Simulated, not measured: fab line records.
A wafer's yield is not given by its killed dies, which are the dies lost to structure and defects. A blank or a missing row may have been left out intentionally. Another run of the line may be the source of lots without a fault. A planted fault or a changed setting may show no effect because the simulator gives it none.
Problem report, 8D (eight disciplines) form, completed by code || flow ritCmos || the parts of the form that need people (team, actions taken, sign-off) are left out

1. PROBLEM STATEMENT
Mean of runLengthS at RIT_NSD_SOFTBAKE_02: 97.08 s across 6 wafers in 2 lots; on wafers with no fault it is 89.21 s (standard deviation 0.2). That puts it +39 standard deviations away from the usual mean.
The step: time 60 s.
Seen first at day 6 05:41 on lithoTrack-01, wafer L555.1. Wafers with a number at this step in the record: 42, from 14 lots. Rule for "out" (also "out of limits"): further than 4 standard deviations from the usual mean. The other wafers with a number count as sound.

2. WHAT IT IS; WHAT IT IS NOT
{"question": "which readings at this step", "is": "runLengthS", "is not": "heaterPowerTotalW"}
{"question": "which lots", "is": "L555, L556", "is not": "L540, L541, L544, L546, L547, L548, L549, L550, L551, L552, L557, L562"}
{"question": "which wafers of those lots", "is": "all that have a number", "is not": "-"}
{"question": "read on which tools", "is": "lithoTrack-01", "is not": "lithoTrack-02, lithoTrack-03"}
{"question": "when", "is": "from day 6 05:41", "is not": "up to then (30 sound wafers); but 6 sound wafers of L557, L562 came after"}

3. SUSPECTS, AND WHAT RULES EACH OUT
Counting: a tool at a process step up to the reading stays a suspect if it ran every lot that is out and no sound lot after the first of them.
- lithoTrack-01 at RIT_NSD_SOFTBAKE_02 (time 60 s): kept. It processed each lot that is out, first L555 at day 6 05:41, and no sound lot thereafter; up to then, the last sound lot it processed was L551 at day 5 09:31. Its own readings are out on those wafers: runLengthS.
After counting, what remains is lithoTrack-01 at RIT_NSD_SOFTBAKE_02.

4. THE CAUSE (what the simulator had put in)
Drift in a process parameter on lithoTrack-01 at RIT_NSD_SOFTBAKE_02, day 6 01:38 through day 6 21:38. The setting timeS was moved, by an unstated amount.
This tool alone remained once counting was done.

5. THE EFFECT CHAIN, in route order
Each row: a reading where the mean over the struck wafers with a number is more than 3 standard deviations away from the usual. Readings are gone through only where the record gives a usual standard deviation; hours: the median, over the lots, of the time from a lot's start at the first step in this table giving one to that lot's start at this step; sigmas: the change measured in usual standard deviations.
{"hours": 0, "step": "RIT_NSD_SOFTBAKE_02", "reading": "runLengthS", "usual": "89.21 s", "on struck wafers": 97.08, "change": "+7.87", "sigmas": "+39"}
It contains these process steps:
- RIT_NSD_SOFTBAKE_02: time 60 s.

6. HOW IT WOULD HAVE BEEN CAUGHT EARLIER
First out-of-limits reading in this record: day 6 05:41, which is 4 hours after fault onset at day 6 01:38.
